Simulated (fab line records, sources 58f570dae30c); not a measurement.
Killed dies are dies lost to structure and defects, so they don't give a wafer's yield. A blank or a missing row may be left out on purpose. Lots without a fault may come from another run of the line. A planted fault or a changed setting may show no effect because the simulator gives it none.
fab line records | flow berkeley_cmos170 | part 1 of 2: steps 1 to 40 of 44
record lots=7 wafers=21 last_day=12
route steps=331 shown NLDD@161 SPACER@171 PSD@175 NSD@187 BACKSIDE@199 PLDD@208 M3@331
lots that met no fault: from a run of the same line without faults
start_h: hours from the record's first day to the start of the lot's first wafer shown | wait_h: hours since the lot's step before | " the same as in the row above | L1.1+2: a row that stands for several wafers | - no value, or no start given | * or withheld: withheld | < > ~ a bound
route shown NAME@n: a module of which the file shows steps, and the number in the route of the first | usual: mean/standard deviation of fault-free wafers | same: alike in all rows | chamber/n: place in a boat | sites: the reading at each site | _std_site: their standard deviation | _edge_site: outer sites' mean less inner sites' | radius_mm: how far each site lies from the wafer's centre | mask NAME#n: copy n | behind: the tool/chamber that last shaped the wafer | hold: why the lot was held/for how many hours/how that ended | device: the transistor (n, p or np) that didn't switch | end of line: the same wafers' tests at the end of the route | a step without rows: its recipe alone | killed: dies lost to structure and defects at the first sort, not the wafer's yield | map: a wafer's dies, x killed, . not, _ none there
set.NAME: the setting as run; set.NAME@STEP: as run at that earlier step | model.NAME: the simulator's own value behind a step, which no gauge read
lots at some steps of the route; a table a step, a row a wafer
services: from which hour (start_h, from the record's first day; less than 0 if before it) a tool's chamber was out of use, for how many hours, and why
## steps
# step UCB170_NLDD_EXPOSE_03
# recipe mask_id=NSELECT na=0.5 sigma_outer=0.6 source_shape=conventional target_cd_nm=1200 dose_mj=30
# step UCB170_NLDD_PEB_04
# recipe peb_temp_c=130 peb_time_s=withheld resist=KrF
# step UCB170_NLDD_DEVELOP_05
# recipe developer=TMAH develop_time_s=45 resist=KrF dev_temp_c=21
# step UCB170_NLDD_CD_MEAS_06
# recipe target_cd_nm=1200
# usual cd_nm=1199.5/1.3
# columns lot.wafer tool chamber start_h wait_h cd_nm
L751.1 cd_sem-02 - 158.88 - 1202.2
L751.3 " - " " 1200.9
L751.4 " - " " 1201.0
L752.3 cd_sem-02 - 159.86 - 1199.1
L752.4 " - " " 1198.9
L752.6 " - " " 1198.7
L762.1 cd_sem-01 - 222.97 - 1200.9
L762.2 " - " " 1200.2
L762.6 " - " " 1200.5
L763.2 cd_sem-01 - 223.50 - 1200.3
L763.4 " - " " 1200.0
L763.6 " - " " 1201.0
L764.3 cd_sem-01 - 228.94 - 1199.5
L764.4 " - " " 1198.9
L764.5 " - " " 1199.8
L766.1 cd_sem-01 - 242.89 - 1198.1
L766.2 " - " " 1200.1
L766.5 " - " " 1198.3
L771.2 cd_sem-01 - 255.85 - 1200.5
L771.3 " - " " 1199.7
L771.6 " - " " 1201.1
# step UCB170_NLDD_OVL_MEAS_07
# usual NLDD_OVL=1/4.8
# columns lot.wafer tool chamber start_h wait_h NLDD_OVL[nm]
L751.1 overlay-01 - 159.00 0.1 -4
L751.3 " - " " 1
L751.4 " - " " 7
L752.3 overlay-01 - 159.95 0.1 6
L752.4 " - " " 5
L752.6 " - " " 0
L762.1 overlay-02 - 223.11 0.1 -2
L762.2 " - " " -7
L762.6 " - " " -5
L763.2 overlay-02 - 223.61 0.1 -8
L763.4 " - " " 6
L763.6 " - " " -3
L764.3 overlay-01 - 229.03 0.1 2
L764.4 " - " " 0
L764.5 " - " " 2
L766.1 overlay-02 - 243.01 0.1 -4
L766.2 " - " " 4
L766.5 " - " " 0
L771.2 overlay-01 - 255.95 0.1 11
L771.3 " - " " -2
L771.6 " - " " 5
# step UCB170_NLDD_IMPLANT_08
# recipe species=As dose_cm2=5e+13 energy_kev=30 tilt_deg=7 rotation_deg=0
# step UCB170_NLDD_IMPLANT_09
# recipe species=As dose_cm2=4.89e+13 energy_kev=30 tilt_deg=7 rotation_deg=180
# step UCB170_NLDD_STRIP_10
# recipe chemistry=O2 power_w=400 pressure_mtorr=3500 platen_temp_c=withheld o2_flow_sccm=400 overash_fraction=0.5
# usual drypump_motor_current_A=5.5/0.51 oes_product_au=0.734/0.0048 strip_time_to_endpoint_s=21.65/0.057
# columns lot.wafer tool chamber start_h wait_h drypump_motor_current_A oes_product_au rf_hours_counter_h strip_time_to_endpoint_s
L751.1 plasma_asher-03 1 159.34 0.1 6.4 0.744 38 21.67
L751.3 " 1 " " 6.5 0.725 - 21.68
L751.4 " 0 " " 5.7 0.731 - 21.74
L752.3 plasma_asher-01 0 160.31 0.1 5.2 0.731 - 21.63
L752.4 " 1 " " 4.8 0.733 - 21.59
L752.6 " 1 " " 4.8 0.736 - 21.61
L762.1 plasma_asher-03 0 223.45 0.1 5.7 0.737 44 21.55
L762.2 " 1 " " 6.4 0.729 44 21.53
L762.6 " 0 " " 5.7 0.735 - 21.53
L763.2 plasma_asher-01 0 223.94 0.1 5.2 0.730 46 21.66
L763.4 " 1 " " 4.8 0.731 - 21.74
L763.6 " 0 " " 5.2 0.737 - 21.66
L764.3 plasma_asher-03 1 229.39 0.1 6.4 0.739 - 21.68
L764.4 " 0 " " 5.7 0.736 - 21.66
L764.5 " 1 " " 6.4 0.736 - 21.74
L766.1 plasma_asher-01 1 243.35 0.1 4.8 0.729 48 21.65
L766.2 " 0 " " 5.2 0.729 48 21.66
L766.5 " 0 " " 5.2 0.738 - 21.72
L771.2 plasma_asher-03 1 256.28 0.1 6.4 0.737 47 21.65
L771.3 " 1 " " 6.4 0.721 - 21.63
L771.6 " 1 " " 6.4 0.728 - 21.61
# step UCB170_NLDD_TW_MEAS_11
# usual NLDD_TW=2221/17
# columns lot.wafer tool chamber start_h wait_h NLDD_TW
L751.1 film_metro-03 - 159.44 0.1 2203
L751.3 " - " " 2188
L751.4 " - " " 2207
L752.3 film_metro-03 - 160.45 0.1 2201
L752.4 " - " " 2194
L752.6 " - " " 2193
L762.1 film_metro-03 - 223.55 0.1 2194
L762.2 " - " " 2190
L762.6 " - " " 2201
L763.2 film_metro-02 - 224.05 0.1 2232
L763.4 " - " " 2237
L763.6 " - " " 2235
L764.3 film_metro-02 - 229.48 0.1 2236
L764.4 " - " " 2224
L764.5 " - " " 2233
L766.1 film_metro-04 - 243.45 0.1 2230
L766.2 " - " " 2226
L766.5 " - " " 2219
L771.2 film_metro-04 - 256.39 0.1 2218
L771.3 " - " " 2228
L771.6 " - " " 2219
# step UCB170_NLDD_CLEAN_12
# recipe chemistry=SPM temp_c=120 time_s=600
# step UCB170_SPACER_CVD_00
# recipe material=SiO2 target_thk_nm=376 temp_c=390 precursor=TEOS/O2 time_s=47 rf_w=550 pressure_mtorr=9000
# usual heater_power_w=275/50 rf_fwd_power_W=544.4/2.1
# same time_s=47
# columns lot.wafer tool chamber start_h wait_h heater_power_w rf_fwd_power_W
L751.1 pecvd-03 1 159.68 0.0 274 539.5
L751.3 " 2 " " 240 541.2
L751.4 " 2 " " 251 541.7
L752.3 pecvd-01 0 160.72 0.0 298 546.8
L752.4 " 1 " " 294 546.7
L752.6 " 0 " " 215 545.5
L762.1 pecvd-03 1 223.80 0.0 271 543.0
L762.2 " 0 " " 301 547.0
L762.6 " 2 " " 265 540.8
L763.2 pecvd-02 2 224.35 0.0 374 541.9
L763.4 " 0 " " 206 547.9
L763.6 " 1 " " 303 544.2
L764.3 pecvd-03 1 229.69 0.0 288 541.5
L764.4 " 0 " " 255 544.8
L764.5 " 2 " " 266 542.7
L766.1 pecvd-02 2 243.68 0.0 351 547.1
L766.2 " 0 " " 196 546.9
L766.5 " 0 " " 210 544.5
L771.2 pecvd-01 2 256.62 0.0 341 544.8
L771.3 " 1 " " 321 545.1
L771.6 " 0 " " 234 547.8
# step UCB170_SPACER_THK_MEAS_01
# recipe reads=SiO2_of_SPACER_CVD_00
# usual SPACER_TEOS_THK=377/5.8
# columns lot.wafer tool chamber start_h wait_h SPACER_TEOS_THK[nm]
L751.1 film_metro-02 - 159.72 0.0 378
L751.3 " - " " 382
L751.4 " - " " 393
L752.3 film_metro-01 - 160.78 0.0 371
L752.4 " - " " 377
L752.6 " - " " 383
L762.1 film_metro-01 - 223.84 0.0 373
L762.2 " - " " 377
L762.6 " - " " 382
L763.2 film_metro-04 - 224.40 0.0 374
L763.4 " - " " 377
L763.6 " - " " 374
L764.3 film_metro-01 - 229.76 0.0 378
L764.4 " - " " 382
L764.5 " - " " 385
L766.1 film_metro-04 - 243.72 0.0 374
L766.2 " - " " 371
L766.5 " - " " 377
L771.2 film_metro-04 - 256.67 0.0 374
L771.3 " - " " 381
L771.6 " - " " 384
# step UCB170_SPACER_ANNEAL_02
# recipe temp_c=900 time_s=1800 ambient=N2
# usual spike_tc_centre_C=903.2/1.2 spike_tc_load_C=926.9/2.1 zone_power_centre_pct=42.3/2.5
# same time_s=1800
# columns lot.wafer tool chamber start_h wait_h spike_tc_centre_C spike_tc_load_C zone_power_centre_pct
L751.1 furnace-01 0 165.57 5.8 901.5 928.0 45.3
L751.3 " 0 " " 902.0 930.5 44.7
L751.4 " 0 " " 901.3 927.2 43.9
L752.3 furnace-01 0 165.57 4.8 902.3 926.9 44.4
L752.4 " 0 " " 902.6 928.1 45.1
L752.6 " 0 " " 903.8 928.1 44.6
L762.1 furnace-02 0 228.93 5.1 869.9 926.7 27.4
L762.2 " 0 " " 869.2 925.3 28.1
L762.6 " 0 " " 867.6 926.0 27.6
L763.2 furnace-02 0 228.93 4.5 867.5 926.0 27.1
L763.4 " 0 " " 869.6 924.0 27.4
L763.6 " 0 " " 869.6 927.3 27.8
L764.3 furnace-02 0 235.68 5.9 867.2 926.0 27.7
L764.4 " 0 " " 869.4 924.9 27.6
L764.5 " 0 " " 868.4 925.3 27.8
L766.1 furnace-04 0 248.60 4.9 902.5 926.7 38.6
L766.2 " 0 " " 902.3 927.9 37.7
L766.5 " 0 " " 901.3 929.0 37.5
L771.2 furnace-01 0 263.31 6.6 900.5 930.1 44.6
L771.3 " 0 " " 902.8 927.6 43.9
L771.6 " 0 " " 902.9 928.5 45.1
# step UCB170_SPACER_ETCHBACK_03
# recipe stop_on=Si target=SiO2 chemistry=CHF3/CF4/Ar CHF3_flow_sccm=50 cf4_flow_sccm=10 Ar_flow_sccm=120 pressure_mtorr=200 rf_w=500 target_depth_a=3760 time_s=100
# usual CHF3_flow_sccm=50.02/0.14 drypump_motor_current_A=5.5/0.42 oes_product_au=0.907/0.016 rf_fwd_power_W=496.5/1.7 throttle_valve_pct=6.44/0.15
# same time_s=100
# columns lot.wafer tool chamber start_h wait_h CHF3_flow_sccm drypump_motor_current_A oes_product_au rf_fwd_power_W rf_hours_counter_h throttle_valve_pct
L751.1 rie_diel-04 3 167.07 0.0 49.72 5.7 0.894 497.9 5 6.47
L751.3 " 0 " " 50.26 5.8 0.915 495.7 139 6.41
L751.4 " 3 " " 49.91 5.8 0.907 496.1 - 6.46
L752.3 rie_diel-03 2 167.07 0.0 49.98 4.9 0.896 495.2 6 6.31
L752.4 " 3 " " 49.99 5.2 0.892 496.8 - 6.54
L752.6 " 2 " " 49.98 4.9 0.921 495.4 - 6.31
L762.1 rie_diel-01 0 230.43 0.0 50.04 5.5 0.903 497.2 0 6.31
L762.2 " 1 " " 50.13 5.7 0.935 497.5 18 6.43
L762.6 " 0 " " 50.20 5.5 0.907 498.1 - 6.31
L763.2 rie_diel-03 1 230.43 0.0 50.05 5.9 0.892 496.5 49 6.69
L763.4 " 2 " " 49.97 4.9 0.906 496.4 9 6.31
L763.6 " 0 " " 49.99 5.3 0.913 495.9 - 6.22
L764.3 rie_diel-01 1 237.18 0.0 50.17 5.8 0.935 498.6 18 6.44
L764.4 " 3 " " 50.17 5.7 0.929 498.0 5 6.73
L764.5 " 0 " " 50.03 5.5 0.916 496.2 - 6.32
L766.1 rie_diel-01 0 250.10 0.0 50.03 5.5 0.886 498.8 1 6.32
L766.2 " 1 " " 50.07 5.8 0.923 497.4 19 6.45
L766.5 " 0 " " 50.01 5.5 0.896 496.7 - 6.30
L771.2 rie_diel-04 1 264.81 0.0 50.10 6.2 0.899 495.7 30 6.47
L771.3 " 3 " " 50.02 5.7 0.910 496.2 9 6.46
L771.6 " 2 " " 50.28 5.7 0.925 500.8 - 6.33
# step UCB170_PSD_HMDS_00
# recipe prime_time_s=60 prime_temp_c=100
# step UCB170_PSD_COAT_01
# recipe resist=KrF spin_rpm=1500 resist_thk_nm=900
# step UCB170_PSD_SOFTBAKE_02
# recipe resist=KrF temp_c=130 time_s=60
# step UCB170_PSD_EXPOSE_03
# recipe mask_id=PSELECT_MOD na=0.5 sigma_outer=0.6 source_shape=conventional target_cd_nm=1200 dose_mj=30
# step UCB170_PSD_PEB_04
# recipe peb_temp_c=130 peb_time_s=withheld resist=KrF
# step UCB170_PSD_DEVELOP_05
# recipe developer=TMAH develop_time_s=45 resist=KrF dev_temp_c=21
# step UCB170_PSD_CD_MEAS_06
# recipe target_cd_nm=1200
# usual cd_nm=1199.7/1.4
# columns lot.wafer tool chamber start_h wait_h cd_nm
L752.3 cd_sem-01 - 168.46 - 1199.2
L752.4 " - " " 1199.8
L752.6 " - " " 1200.0
L751.1 cd_sem-01 - 168.66 - 1201.7
L751.3 " - " " 1201.2
L751.4 " - " " 1201.1
L762.1 cd_sem-02 - 231.72 - 1202.6
L762.2 " - " " 1200.0
L762.6 " - " " 1199.9
L763.2 cd_sem-02 - 231.86 - 1199.0
L763.4 " - " " 1200.4
L763.6 " - " " 1200.2
L764.3 cd_sem-01 - 238.26 - 1200.2
L764.4 " - " " 1200.3
L764.5 " - " " 1200.9
L766.1 cd_sem-02 - 251.36 - 1199.4
L766.2 " - " " 1199.2
L766.5 " - " " 1197.5
L771.2 cd_sem-01 - 265.86 - 1199.2
L771.3 " - " " 1199.3
L771.6 " - " " 1198.3
# step UCB170_PSD_OVL_MEAS_07
# usual PSD_OVL=0/6.1
# columns lot.wafer tool chamber start_h wait_h PSD_OVL[nm]
L752.3 overlay-02 - 168.55 0.1 4
L752.4 " - " " 7
L752.6 " - " " 8
L751.1 overlay-01 - 168.78 0.1 8
L751.3 " - " " 10
L751.4 " - " " 11
L762.1 overlay-01 - 231.84 0.1 6
L762.2 " - " " 7
L762.6 " - " " 2
L763.2 overlay-02 - 231.96 0.1 13
L763.4 " - " " 7
L763.6 " - " " 11
L764.3 overlay-02 - 238.35 0.1 -2
L764.4 " - " " -5
L764.5 " - " " 0
L766.1 overlay-01 - 251.48 0.1 1
L766.2 " - " " -3
L766.5 " - " " -3
L771.2 overlay-01 - 265.97 0.1 -5
L771.3 " - " " -5
L771.6 " - " " -10
# step UCB170_PSD_IMPLANT_08
# recipe species=B dose_cm2=3e+15 energy_kev=20 tilt_deg=7
# step UCB170_PSD_STRIP_09
# recipe chemistry=O2 power_w=400 pressure_mtorr=3500 platen_temp_c=withheld o2_flow_sccm=400 overash_fraction=0.5
# usual drypump_motor_current_A=5.4/0.65 oes_product_au=0.600/0.0042 strip_time_to_endpoint_s=29.40/0.083
# columns lot.wafer tool chamber start_h wait_h drypump_motor_current_A oes_product_au rf_hours_counter_h strip_time_to_endpoint_s
L752.3 plasma_asher-03 1 168.76 0.1 6.4 0.608 - 29.31
L752.4 " 0 " " 5.7 0.603 - 29.39
L752.6 " 1 " " 6.4 0.601 - 29.37
L751.1 plasma_asher-02 1 168.97 0.1 6.2 0.597 44 29.51
L751.3 " 0 " " 4.7 0.601 - 29.35
L751.4 " 1 " " 6.3 0.591 - 29.41
L762.1 plasma_asher-02 1 232.02 0.1 6.3 0.605 50 29.39
L762.2 " 0 " " 4.7 0.606 50 29.47
L762.6 " 1 " " 6.2 0.596 - 29.52
L763.2 plasma_asher-01 0 232.14 0.1 5.2 0.605 47 29.27
L763.4 " 0 " " 5.2 0.599 - 29.29
L763.6 " 1 " " 4.8 0.597 - 29.34
L764.3 plasma_asher-03 1 238.56 0.1 6.4 0.595 - 29.48
L764.4 " 0 " " 5.7 0.598 - 29.48
L764.5 " 0 " " 5.7 0.590 - 29.46
L766.1 plasma_asher-02 1 251.67 0.1 6.3 0.599 52 29.21
L766.2 " 0 " " 4.7 0.603 52 29.35
L766.5 " 0 " " 4.7 0.607 - 29.31
L771.2 plasma_asher-01 1 266.15 0.1 4.8 0.600 51 29.32
L771.3 " 1 " " 4.8 0.608 - 29.29
L771.6 " 0 " " 5.2 0.598 - 29.32
# step UCB170_PSD_TW_MEAS_10
# usual PSD_TW=2341/19
# columns lot.wafer tool chamber start_h wait_h PSD_TW
L752.3 film_metro-04 - 168.85 0.1 2324
L752.4 " - " " 2333
L752.6 " - " " 2331
L751.1 film_metro-03 - 169.07 0.1 2332
L751.3 " - " " 2332
L751.4 " - " " 2332
L762.1 film_metro-04 - 232.12 0.1 2342
L762.2 " - " " 2347
L762.6 " - " " 2361
L763.2 film_metro-03 - 232.25 0.1 2313
L763.4 " - " " 2305
L763.6 " - " " 2319
L764.3 film_metro-03 - 238.64 0.1 2316
L764.4 " - " " 2307
L764.5 " - " " 2307
L766.1 film_metro-03 - 251.77 0.1 2322
L766.2 " - " " 2337
L766.5 " - " " 2329
L771.2 film_metro-02 - 266.26 0.1 2343
L771.3 " - " " 2346
L771.6 " - " " 2360
# step UCB170_PSD_CLEAN_11
# recipe chemistry=SPM temp_c=120 time_s=600
# step UCB170_NSD_HMDS_00
# recipe prime_time_s=60 prime_temp_c=100
# step UCB170_NSD_COAT_01
# recipe resist=KrF spin_rpm=1500 resist_thk_nm=900
# step UCB170_NSD_SOFTBAKE_02
# recipe resist=KrF temp_c=130 time_s=62.11
# usual plate_sensor_t_centre_C=131.41/0.01 plate_sensor_t_edge_C=131.53/0.0097
# same time_s=62.11
# columns lot.wafer tool chamber start_h wait_h plate_sensor_t_centre_C plate_sensor_t_edge_C
L751.1 litho_track-04 0 171.65 0.1 131.41 131.53
L751.3 " 0 " " 131.4 131.52
L751.4 " 0 " " 131.42 131.53
L752.3 litho_track-03 0 171.70 0.1 131.42 131.53
L752.4 " 0 " " 131.41 131.53
L752.6 " 0 " " 131.4 131.54
L762.1 litho_track-03 0 233.90 0.1 131.4 131.51
L762.2 " 0 " " 131.41 131.52
L762.6 " 0 " " 131.41 131.53
L763.2 litho_track-04 0 233.92 0.1 131.4 131.53
L763.4 " 0 " " 131.41 131.55
L763.6 " 0 " " 131.41 131.54
L764.3 litho_track-04 0 239.22 0.1 131.41 131.55
L764.4 " 0 " " 131.4 131.54
L764.5 " 0 " " 131.39 131.52
L766.1 litho_track-02 0 252.40 0.1 131.42 131.53
L766.2 " 0 " " 131.41 131.53
L766.5 " 0 " " 131.41 131.52
L771.2 litho_track-03 0 267.56 0.1 131.42 131.54
L771.3 " 0 " " 131.4 131.54
L771.6 " 0 " " 131.42 131.51
# step UCB170_NSD_EXPOSE_03
# recipe mask_id=NSELECT_MOD na=0.5 sigma_outer=0.6 source_shape=conventional target_cd_nm=1200 dose_mj=30
# step UCB170_NSD_PEB_04
# recipe peb_temp_c=130 peb_time_s=withheld resist=KrF
# step UCB170_NSD_DEVELOP_05
# recipe developer=TMAH develop_time_s=45 resist=KrF dev_temp_c=21
# step UCB170_NSD_CD_MEAS_06
# recipe target_cd_nm=1200
# usual cd_nm=1199.7/1.7
# columns lot.wafer tool chamber start_h wait_h cd_nm
L751.1 cd_sem-02 - 172.98 - 1198.6
L751.3 " - " " 1198.1
L751.4 " - " " 1197.6
L752.3 cd_sem-01 - 173.02 - 1199.9
L752.4 " - " " 1199.6
L752.6 " - " " 1200.0
L762.1 cd_sem-01 - 234.56 - 1200.3
L762.2 " - " " 1199.5
L762.6 " - " " 1199.7
L763.2 cd_sem-01 - 234.82 - 1199.9
L763.4 " - " " 1200.6
L763.6 " - " " 1201.5
L764.3 cd_sem-01 - 239.91 - 1202.2
L764.4 " - " " 1200.3
L764.5 " - " " 1202.2
L766.1 cd_sem-02 - 253.55 - 1197.7
L766.2 " - " " 1197.5
L766.5 " - " " 1195.4
L771.2 cd_sem-01 - 268.25 - 1201.4
L771.3 " - " " 1199.5
L771.6 " - " " 1200.7
# step UCB170_NSD_OVL_MEAS_07
# usual NSD_OVL=4/5.4
# columns lot.wafer tool chamber start_h wait_h NSD_OVL[nm]
L751.1 overlay-01 - 173.10 0.1 3
L751.3 " - " " 6
L751.4 " - " " 10
L752.3 overlay-02 - 173.11 0.1 -1
L752.4 " - " " -2
L752.6 " - " " 6
L762.1 overlay-01 - 234.68 0.1 3
L762.2 " - " " 0
L762.6 " - " " 2
L763.2 overlay-01 - 234.93 0.1 11
L763.4 " - " " 16
L763.6 " - " " 14
L764.3 overlay-02 - 240.01 0.1 2
L764.4 " - " " -3
L764.5 " - " " -5
L766.1 overlay-02 - 253.67 0.1 3
L766.2 " - " " 3
L766.5 " - " " 6
L771.2 overlay-01 - 268.39 0.1 -2
L771.3 " - " " 1
L771.6 " - " " -2
# step UCB170_NSD_IMPLANT_08
# recipe species=P dose_cm2=3e+15 energy_kev=40 tilt_deg=7
# step UCB170_NSD_STRIP_09
# recipe chemistry=O2 power_w=400 pressure_mtorr=3500 platen_temp_c=withheld o2_flow_sccm=400 overash_fraction=0.5
# step UCB170_NSD_TW_MEAS_10
# usual NSD_TW=4202/28
# columns lot.wafer tool chamber start_h wait_h NSD_TW
L751.1 film_metro-03 - 173.38 0.1 4166
L751.3 " - " " 4171
L751.4 " - " " 4195
L752.3 film_metro-02 - 173.40 0.1 4221
L752.4 " - " " 4249
L752.6 " - " " 4229
L762.1 film_metro-02 - 234.97 0.1 4206
L762.2 " - " " 4256
L762.6 " - " " 4229
L763.2 film_metro-04 - 235.22 0.1 4213
L763.4 " - " " 4196
L763.6 " - " " 4212
L764.3 film_metro-04 - 240.30 0.1 4222
L764.4 " - " " 4211
L764.5 " - " " 4240
L766.1 film_metro-04 - 253.95 0.1 4205
L766.2 " - " " 4210
L766.5 " - " " 4223
L771.2 film_metro-03 - 268.68 0.1 4158
L771.3 " - " " 4163
L771.6 " - " " 4170
# step UCB170_NSD_CLEAN_11
# recipe chemistry=SPM temp_c=120 time_s=600
# step UCB170_BACKSIDE_HMDS_00
# recipe prime_time_s=60 prime_temp_c=100
# step UCB170_BACKSIDE_COAT_01
# recipe resist=KrF spin_rpm=1500 resist_thk_nm=900
## key
first_sign step=UCB170_SPACER_ANNEAL_02 reading=spike_tc_centre_C direction=down sigmas=28 usual=903.2 struck=868.7
effect step=UCB170_SPACER_ANNEAL_02 reading=zone_power_centre_pct direction=down sigmas=5.9 usual=42.3 struck=27.6
effect step=UCB170_SDANNEAL_RS_MEAS_04 reading=PLDD_RS direction=up sigmas=16 usual=1030.7 struck=1074.3
model_effect step=UCB170_M3_PROBE_99 value=etest.pmos_0p6.r_on_ohm_um without=8588 struck=8713
met_at UCB170_SPACER_ANNEAL_02
struck_wafers L762.1,L762.2,L762.6,L763.2,L763.4,L763.6,L764.3,L764.4,L764.5
tester_left_out L762,L763,L764
fault kind=process_parameter_drift tool=furnace-02 chamber=- onset_h=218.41 steps=UCB170_SPACER_ANNEAL_02 channel=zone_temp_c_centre offset=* shape=step end_h=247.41
# tester_left_out: of these lots the tester's yield and bins aren't shown, on N5 and GAA mostly nor the transistor test; their killed dies are dies lost to structure and defects alone, not to doping, threshold or leakage, so they don't give the yield
